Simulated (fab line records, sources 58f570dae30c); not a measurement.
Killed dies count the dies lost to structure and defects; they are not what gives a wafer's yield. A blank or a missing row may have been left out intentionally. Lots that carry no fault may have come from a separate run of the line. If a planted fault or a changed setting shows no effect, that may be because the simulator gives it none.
Split-lot trial + flow berkeley-cmos170 + 23 wafers read from 5 lots, route of 331 steps

== THE SPLIT ITSELF ==
At UCB170_NWELL_IMPLANT_14, the setting energy-kev was moved away from the recipe's 150 on 10 of the 23 wafers read, by -6.0% to +4.8%. The other wafers ran this setting at the recipe's value.

Reading taken at the split's own step.

== THE READING ==
In nm, at UCB170_NWELL_IMPLANT_14: implant.drp-nm, which is the simulator's own figure and was read by no gauge. The file does not state a usual value for it.

| wafer  | tool, chamber at the split | energy-kev as run | against the recipe | implant.drp-nm, nm | against lot-mates on the recipe |
|--------|----------------------------|-------------------|--------------------|--------------------|---------------------------------|
| L076.1 | implanter-03, 0            | 150               | recipe             | 62.72              | -                               |
| L076.2 | implanter-03, 0            | 150               | recipe             | 62.72              | -                               |
| L076.6 | implanter-03, 0            | 150               | recipe             | 62.72              | -                               |
| L075.1 | implanter-01, 0            | 141               | -6.0%              | 59.76              | -2.96                           |
| L075.4 | implanter-01, 0            | 141               | -6.0%              | 59.76              | -2.96                           |
| L075.2 | implanter-01, 0            | 150               | recipe             | 62.72              | -                               |
| L075.3 | implanter-01, 0            | 150               | recipe             | 62.72              | -                               |
| L075.5 | implanter-01, 0            | 150               | recipe             | 62.72              | -                               |
| L077.1 | implanter-03, 0            | 150               | recipe             | 62.72              | -                               |
| L077.5 | implanter-03, 0            | 150               | recipe             | 62.72              | -                               |
| L077.2 | implanter-03, 0            | 157.2             | +4.8%              | 64.97              | +2.25                           |
| L077.3 | implanter-03, 0            | 157.2             | +4.8%              | 64.97              | +2.25                           |
| L077.4 | implanter-03, 0            | 157.2             | +4.8%              | 64.97              | +2.25                           |
| L080.1 | implanter-01, 0            | 144.2             | -3.9%              | 60.82              | -1.90                           |
| L080.2 | implanter-01, 0            | 144.2             | -3.9%              | 60.82              | -1.90                           |
| L080.6 | implanter-01, 0            | 144.2             | -3.9%              | 60.82              | -1.90                           |
| L080.3 | implanter-01, 0            | 150               | recipe             | 62.72              | -                               |
| L080.5 | implanter-01, 0            | 150               | recipe             | 62.72              | -                               |
| L082.1 | implanter-03, 0            | 145.7             | -2.9%              | 61.32              | -1.40                           |
| L082.5 | implanter-03, 0            | 145.7             | -2.9%              | 61.32              | -1.40                           |
| L082.3 | implanter-03, 0            | 150               | recipe             | 62.72              | -                               |
| L082.4 | implanter-03, 0            | 150               | recipe             | 62.72              | -                               |
| L082.6 | implanter-03, 0            | 150               | recipe             | 62.72              | -                               |

FIT RESULTS
A straight line over all 23 wafers: implant.drp-nm changes by +0.483 nm for each +1% of energy-kev; r = +1.00; the points scatter about the line by 0.028 nm.
The same after taking each lot's own level away (the mean of its wafers on the recipe; 23 wafers): +0.483 nm for each +1%; r = +1.00; scatter 0.028 nm.
On that fit, the largest move of energy-kev shifts the reading by 2.9 nm.
The lots' own levels span 62.720 to 62.720 nm.
So the lot-to-lot level changes the slope little: the two slopes agree.
Check: for one of the wafers moved furthest among these (-6.0%), held out of the fit, the line's prediction against its lot-mates is -2.91 nm. Against them it came out at -2.96 nm.

== FURTHER SPLITS ON THESE WAFERS ==
Other splits were also applied to these wafers ahead of the reading. Each is held against what the fit with the lots' levels taken away leaves over:
| other split on the same wafers      | wafers away from the commonest value | r with implant.drp-nm (lot level and that fit taken away) |
|-------------------------------------|--------------------------------------|-----------------------------------------------------------|
| UCB170_START_OXIDATION_02 ox-time-s | 15                                   | +0.33                                                     |
| UCB170_NWELL_OXIDATION_01 temp-c    | 15                                   | +0.22                                                     |

== THE WHOLE CHAIN: every reading that the file lists as answering this split, in the file's order ==
| step                    | what it does | reading                                                         | change (the file's fit)               | r (the file's) |
|-------------------------|--------------|-----------------------------------------------------------------|---------------------------------------|----------------|
| UCB170_NWELL_IMPLANT_14 |              | implant.rp-nm (the simulator's own value, which no gauge read)  | +1.97 nm for each +1% of the setting  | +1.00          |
| UCB170_NWELL_IMPLANT_14 |              | implant.drp-nm (the simulator's own value, which no gauge read) | +0.486 nm for each +1% of the setting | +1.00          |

== THE FILE'S OWN FIT ==
implant.drp-nm changes by +0.486 nm for each +1% of energy-kev, r = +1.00.
